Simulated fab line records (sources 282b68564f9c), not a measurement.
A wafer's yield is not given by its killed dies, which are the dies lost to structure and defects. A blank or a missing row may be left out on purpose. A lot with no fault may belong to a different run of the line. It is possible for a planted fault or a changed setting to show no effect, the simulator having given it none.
Which of the tools did it? | flow rit cmos | 42 wafers from 14 lots sampled at 3 of the route's 202 steps

## WHAT THE GAUGES SHOWED, per wafer
RIT_PLDD_TW_MEAS_10. Usual: PLDD_TW typically reads 2349, with standard deviation 23.
lot  | measured    | on            | PLDD_TW                       | flag
L132 | day 3 06:45 | film metro-01 | 2340 2347 2333                |
L133 | day 3 10:07 | film metro-03 | 2380 2380 2381                |
L134 | day 3 14:25 | film metro-03 | 2380 2380 2364                |
L136 | day 4 03:35 | film metro-03 | 2372 2358 2360                |
L138 | day 4 08:31 | film metro-01 | 2711 2699 2727 2709 2710 2715 | OFF
L140 | day 4 17:40 | film metro-03 | 2366 2366 2367                |
L141 | day 4 23:15 | film metro-03 | 2370 2369 2369                |
L143 | day 5 09:49 | film metro-03 | 2730 2724 2740 2725 2736 2723 | OFF
L146 | day 6 02:28 | film metro-03 | 2379 2379 2369                |
L148 | day 6 15:56 | film metro-04 | 2329 2336 2328                |
L149 | day 6 23:09 | film metro-01 | 2335 2342 2330                |
L150 | day 7 05:45 | film metro-03 | 2378 2361 2375                |
L153 | day 8 00:37 | film metro-01 | 2339 2329 2340                |
L154 | day 8 03:29 | film metro-03 | 2368 2364 2367                |

RIT_SDANNEAL_RS_MEAS_06: the measuring method here is four-point-probe. Usual: PLDD_RS typically reads 178.8 ohm/sq, with standard deviation 0.46.
lot  | measured    | on            | PLDD_RS (ohm/sq)                    | flag
L132 | day 3 14:53 | film metro-01 | 179.3 179.4 179.7                   |
L133 | day 3 17:00 | film metro-01 | 178.5 179.6 179.3                   |
L134 | day 3 21:19 | film metro-03 | 179.3 179.6 179.5                   |
L136 | day 4 11:02 | film metro-01 | 178.4 178.8 179.2                   |
L138 | day 4 17:39 | film metro-01 | 153.0 152.2 152.9 152.5 152.6 152.9 | OFF
L140 | day 5 00:20 | film metro-03 | 178.7 179.2 178.8                   |
L141 | day 5 05:34 | film metro-01 | 178.3 178.2 178.0                   |
L143 | day 5 22:12 | film metro-04 | 152.9 152.8 152.5 152.8 152.9 152.8 | OFF
L146 | day 6 08:39 | film metro-01 | 177.3 177.8 177.9                   |
L148 | day 6 22:01 | film metro-04 | 179.1 179.0 179.1                   |
L149 | day 7 05:13 | film metro-04 | 178.6 178.0 178.2                   |
L150 | day 7 12:20 | film metro-01 | 179.2 178.6 178.7                   |
L153 | day 8 07:55 | film metro-04 | 178.4 179.0 179.1                   |
L154 | day 8 09:47 | film metro-04 | 178.4 178.9 178.2                   |

## EACH LOT AND THE TOOL THAT RAN IT (in order: tool; ch and the chambers of the sampled wafers; start)
lot  | RIT_PLDD_IMPLANT_08
L132 | implanter-03 ch 0, day 3 06:26
L133 | implanter-02 ch 0, day 3 09:47
L134 | implanter-04 ch 0, day 3 14:07
L136 | implanter-04 ch 0, day 4 03:17
L138 | implanter-04 ch 0, day 4 08:14
L140 | implanter-02 ch 0, day 4 17:21
L141 | implanter-02 ch 0, day 4 22:56
L143 | implanter-04 ch 0, day 5 09:31
L146 | implanter-02 ch 0, day 6 02:08
L148 | implanter-03 ch 0, day 6 15:38
L149 | implanter-03 ch 0, day 6 22:49
L150 | implanter-02 ch 0, day 7 05:25
L153 | implanter-04 ch 0, day 8 00:20
L154 | implanter-04 ch 0, day 8 03:10
- RIT_PLDD_IMPLANT_08

## AS READ BY THE TOOLS THEMSELVES (means over the sampled wafers that have a number; for cases with no such wafer, the mark the record gives instead)
RIT_PLDD_IMPLANT_08. Usual: dose ions cm2 9.001e+14, standard deviation 8.4e+11; end station pressure torr 7.3e-06 Torr, standard deviation 3.8e-07; faraday current uA 2815, standard deviation 48.
lot  | tool         | dose ions cm2 | end station pressure torr (Torr) | faraday current uA | flag
L132 | implanter-03 | 9.006e+14     | 7.3e-06                          | 2785               |
L133 | implanter-02 | 9.003e+14     | 7.4e-06                          | 2836               |
L134 | implanter-04 | 9.005e+14     | 7.4e-06                          | 2791               |
L136 | implanter-04 | 9.002e+14     | 7.4e-06                          | 2778               |
L138 | implanter-04 | 1.710e+15     | 9.3e-06                          | 5303               | OFF
L140 | implanter-02 | 9.007e+14     | 7.0e-06                          | 2807               |
L141 | implanter-02 | 9.005e+14     | 7.2e-06                          | 2806               |
L143 | implanter-04 | 1.710e+15     | 9.6e-06                          | 5361               | OFF
L146 | implanter-02 | 8.997e+14     | 7.4e-06                          | 2780               |
L148 | implanter-03 | 8.995e+14     | 7.4e-06                          | 2819               |
L149 | implanter-03 | 8.999e+14     | 7.7e-06                          | 2873               |
L150 | implanter-02 | 9.002e+14     | 7.4e-06                          | 2837               |
L153 | implanter-04 | 9.005e+14     | 7.0e-06                          | 2808               |
L154 | implanter-04 | 8.987e+14     | 7.2e-06                          | 2825               |

## THE ANSWER, worked out from the rows above alone
Rule: a lot is off if the mean of its wafers that have a number lies more than 3 standard deviations from the usual mean. Also off: a lot with no number at a reading for which 4 or more lots have one. Where the step has rows for the other lots, those lots are counted as sound. Order of review: gauges by route order, followed by the tools' own readings, for which a lot's mean as printed above is used. At the first step where some lot is off, the reading lying furthest off is the one used; lots without a number count as furthest.
Off: at RIT_PLDD_TW_MEAS_10 (PLDD_TW), L138, L143.
If a tool, at a process step before that reading, ran all the lots that are off and no sound lot after the first of them, it fits. The gauges at RIT_PLDD_TW_MEAS_10 aren't tried: what is off there is off at RIT_PLDD_IMPLANT_08 too, on other tools, and a gauge's error can't cause that. No candidate that was tried fits.

## WHAT HAD BEEN PUT IN BY THE SIMULATOR
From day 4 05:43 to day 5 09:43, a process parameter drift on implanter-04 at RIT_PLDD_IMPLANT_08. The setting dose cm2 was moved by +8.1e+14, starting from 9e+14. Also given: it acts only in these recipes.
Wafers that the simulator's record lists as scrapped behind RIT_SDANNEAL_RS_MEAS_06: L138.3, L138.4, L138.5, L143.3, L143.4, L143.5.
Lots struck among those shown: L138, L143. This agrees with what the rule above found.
